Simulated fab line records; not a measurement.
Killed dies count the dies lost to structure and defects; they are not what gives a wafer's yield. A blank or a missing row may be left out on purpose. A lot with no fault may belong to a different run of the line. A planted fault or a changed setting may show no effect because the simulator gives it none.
Comparing a struck lot with a sound one || flow rit-cmos || 17 steps out of a route of 202
Sound: these wafers, L630.2, L630.3, L630.4. The struck wafers were L642.1, L642.2, L642.6. The cause is named last.
Per side, at each step with rows, come the tool, then ch with its chambers, and then its first start. Under that, the readings that differ: sound wafers || struck wafers || difference of the means || sigmas: that difference in standard deviations of wafers without a fault.
alike: same words and numbers on both sides, and readings whose means sit less than 2 such deviations apart. not compared: any withheld reading, any reading some wafer has no value for, any bound like >300 that may hide the same value, and any number with overlapping values for which the record gives no deviation.
A row with sigmas, a row that says differs or no value, or rows on one side alone: a step with any of these is where the two part. Non-overlapping numbers with no deviation appear without sigmas and do not part them. Lack of a reading on every wafer of one side parts them only where that side has two or more wafers.

first, 1 step without rows for these wafers: RIT_PSD_IMPLANT_08.
RIT_PSD_STRIP_09: strips in O2, time 180 s.
  sound on plasma-asher-03 ch 0,1, day 4 01:16; struck on plasma-asher-02 ch 0,1, day 6 08:09
  alike: drypump-motor-current-A
  not compared: rf-hours-counter-h
RIT_PSD_TW_MEAS_10:
  sound on film-metro-02, day 4 01:27; struck on film-metro-02, day 6 08:19
  alike: PSD_TW
then, 3 steps without rows for these wafers: RIT_SDANNEAL_CLEAN_00 (cleans in SC1, time 600 s); RIT_SDANNEAL_CLEAN_01 (cleans in dHF, time 30 s); RIT_SDANNEAL_CLEAN_02 (cleans in SC2, time 600 s).
RIT_SDANNEAL_RTA_03: time 5 s.
  sound on rtp-anneal-02 ch 0, day 4 02:03; struck on rtp-anneal-02 ch 0, day 6 08:46
  alike: wafer_temp_C_max
RIT_SDANNEAL_RS_MEAS_04: measurement is done with a four-point probe.
  sound on film-metro-02, day 4 02:07; struck on film-metro-01, day 6 08:50
  alike: PSD_RS
RIT_SDANNEAL_RS_MEAS_05: measurement is done with a four-point probe.
  sound on film-metro-02, day 4 02:14; struck on film-metro-01, day 6 08:57
  alike: NSD_RS
RIT_SDANNEAL_RS_MEAS_06: measurement is done with a four-point probe.
  sound on film-metro-02, day 4 02:22; struck on film-metro-01, day 6 09:04
{"reading": "PLDD_RS (ohm/sq)", "sound": "177.7 177.9 177.9", "struck": "179.0 178.7 178.8", "difference": "+1.0", "sigmas": "+2"}
RIT_SDANNEAL_RS_MEAS_07: measurement is done with a four-point probe.
  sound on film-metro-02, day 4 02:29; struck on film-metro-01, day 6 09:11
  alike: NLDD_RS
then, 1 step without rows for these wafers: RIT_SILICIDE_WET_ETCH_00 (etches SiO2 in BOE, target depth 14 nm, time 15 s).
RIT_SILICIDE_SPUTTER_01: material Ti, target thk 30 nm, time 236.4 s.
  sound on pvd-sputter-04, day 4 02:35; struck on pvd-sputter-01, day 6 09:19
{"reading": "model.Ti_of_SILICIDE_SPUTTER_01.thk-nm (nm)", "sound": "29.29 30.03 29.29", "struck": "18.99 18.58 18.56", "difference": -10.83, "sigmas": ""}
  alike: substrate-temp-c, throttle-valve-pct
RIT_SILICIDE_RS_MEAS_02: measurement is done with a four-point probe.
  sound on film-metro-04, day 4 02:46; struck on film-metro-04, day 6 09:28
{"reading": "SILICIDE_TI_RS (ohm/sq)", "sound": "49.2 47.6 49.2", "struck": "85.5 87.7 87.8", "difference": "+38.3", "sigmas": "+40"}
RIT_SILICIDE_THK_MEAS_03: measures by xrf.
  sound on film-metro-04, day 4 02:52; struck on film-metro-04, day 6 09:35
{"reading": "SILICIDE_TI_THK (nm)", "sound": "29.8 30.4 29.8", "struck": "19.2 18.8 18.8", "difference": -11.1, "sigmas": -22}
RIT_SILICIDE_RTA_04: time 10 s, ramp up 5 s, ramp down 5 s.
  sound on rtp-anneal-01 ch 0, day 4 02:56; struck on rtp-anneal-01 ch 0, day 6 09:39
  alike: wafer_temp_C_max
RIT_M1_PROBE_99:
  sound on prober-02, day 4 09:30; struck on prober-02, day 6 16:04
{"reading": "model.etest.npoly-line.line-ohm-um", "sound": "174.8 162 170.5", "struck": "231.8 231.9 234.3", "difference": "+63.6", "sigmas": ""}
{"reading": "model.etest.ppoly-line.line-ohm-um", "sound": "166.8 156.1 164.4", "struck": "216.6 218.4 221.3", "difference": "+56.3", "sigmas": ""}
{"reading": "model.etest.ppoly-line.width-nm (nm)", "sound": "100.8 104.6 102.1", "struck": "108.4 112.1 110.2", "difference": "+7.7", "sigmas": ""}
{"reading": "model.etest.npoly-line.width-nm (nm)", "sound": "99.92 103.9 101.5", "struck": "107.6 111.1 110", "difference": "+7.8", "sigmas": ""}
{"reading": "model.etest.contact-pplus.end-ohm-um", "sound": "42.99 44.02 43.66", "struck": "34.24 34.36 34.51", "difference": -9.19, "sigmas": ""}
{"reading": "model.etest.contact-nplus.end-ohm-um", "sound": "40.95 42.69 42.75", "struck": "35 34.99 34.3", "difference": -7, "sigmas": ""}
{"reading": "model.etest.npoly-line.rs-ohm-sq", "sound": "17.44 17.13 17.3", "struck": "24.99 25.68 25.73", "difference": "+8.18", "sigmas": ""}
{"reading": "model.etest.ppoly-line.rs-ohm-sq", "sound": "16.8 16.36 16.71", "struck": "23.77 24.29 24.21", "difference": "+7.47", "sigmas": ""}
  alike: killed-at-contacts, killed-at-front-end, killed-dies, killed-open, killed-short

## WHERE THEY PART
Last at RIT_SILICIDE_THK_MEAS_03 as far as this record goes, first at RIT_SDANNEAL_RS_MEAS_06. Later steps at which nothing parts them and some readings are alike: RIT_SILICIDE_RTA_04, RIT_M1_PROBE_99.

WHY: what the simulator had put in
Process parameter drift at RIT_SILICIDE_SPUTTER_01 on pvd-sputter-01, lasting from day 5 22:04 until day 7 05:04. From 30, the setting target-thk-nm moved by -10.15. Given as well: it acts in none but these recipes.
